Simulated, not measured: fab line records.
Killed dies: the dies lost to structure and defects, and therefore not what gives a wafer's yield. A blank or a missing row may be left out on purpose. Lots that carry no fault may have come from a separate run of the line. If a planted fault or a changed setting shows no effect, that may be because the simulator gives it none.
Code-filled problem report in 8D (eight disciplines) form | flow berkeley cmos170 | the parts of the form that need people (team, actions taken, sign-off) are left out

## 1. PROBLEM STATEMENT
bias w at UCB170_M1_METAL_ETCH_12 reads a mean of 162.0 W on 3 wafers of 2 lots; wafers without a fault read 120.0 W with a standard deviation of 0.34. That is +99 or more standard deviations from the usual mean.
The step: etches Al in Cl2/BCl3, stops on PSG, target depth 780 nm, time 130 s.
Earliest sighting: wafer L387.3 on rie metal-02 at day 10 00:22. Wafers with a number at this step in the record: 18, from 6 lots. The rule behind "out" and "out of limits": a value lying over 4 standard deviations away from the usual mean. The rest of the wafers with a number are treated as sound.

## 2. WHAT IT IS, AND WHAT IT ISN'T
question                    | is                     | is not
which readings at this step | bias w                 | drypump motor current A, oes product au, throttle valve pct
which lots                  | L387, L389             | L380, L384, L391, L403
which wafers of those lots  | L387.3, L387.6, L389.4 | L387.1, L389.3, L389.6
read on which tools         | rie metal-02           | rie metal-01, rie metal-04
when                        | from day 10 00:22      | up to then (7 sound wafers); but 8 sound wafers of L389, L391, L403 came after

## 3. WHAT RULES OUT EACH SUSPECT
Counting: any tool at a process step up to the reading remains a suspect provided it ran every lot that is out. Sound lots after the first of them don't rule it out here, since some wafers of a struck lot are sound.
- pvd sputter-03 at UCB170_M1_SPUTTER_00 (material Al, target thk 600 nm, time 80 s): kept. It ran every lot that is out, first L387 (day 9 22:23).
- rie diel-03 at UCB170_M1_ETCH_11 (etches BARC in N2/H2): kept. It ran every lot that is out, first L387 (day 10 00:19).
- rie metal-02 at UCB170_M1_METAL_ETCH_12 (etches Al in Cl2/BCl3, stops on PSG, target depth 780 nm, time 130 s): kept. It ran every lot that is out, first L387 (day 10 00:22); its last sound lot up to then is L384 (day 9 05:06). On those wafers its own readings are out: bias w.
- Within rie diel-03 at UCB170_M1_ETCH_11: the wafers that are out ran in chamber 1; their sound lot-mates ran in chambers 2, 3.
- Within rie metal-02 at UCB170_M1_METAL_ETCH_12: the wafers that are out ran in chamber 1; their sound lot-mates ran in chamber 0.
Left after counting: pvd sputter-03 at UCB170_M1_SPUTTER_00, rie diel-03 at UCB170_M1_ETCH_11, rie metal-02 at UCB170_M1_METAL_ETCH_12.

## 4. THE CAUSE (what the simulator had put in)
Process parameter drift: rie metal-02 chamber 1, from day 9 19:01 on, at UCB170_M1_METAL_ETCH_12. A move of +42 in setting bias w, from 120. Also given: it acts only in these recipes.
Counting left 3 suspects, and this tool is among them.

## 5. SEQUENCE OF EFFECTS, ordered by route
Rows list readings where the struck wafers' mean (over those with a number) sits beyond 3 standard deviations from the usual. Scope: only readings with a usual standard deviation given in the record; hours: median across lots of the time from each lot's start at the first step in this table that gives one to its start at this step; sigmas: change in usual standard deviations.
hours | step                    | reading | usual   | on struck wafers | change | sigmas
0     | UCB170_M1_METAL_ETCH_12 | bias w  | 120.0 W | 162.0            | +42.0  | +99 or more
Its process steps:
- UCB170_M1_METAL_ETCH_12: etches Al in Cl2/BCl3, stops on PSG, target depth 780 nm, time 130 s.

## 6. WHAT WOULD HAVE CAUGHT IT SOONER
In this record no reading fell out of limits until day 10 00:22, 5 hours after the fault had begun at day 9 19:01.
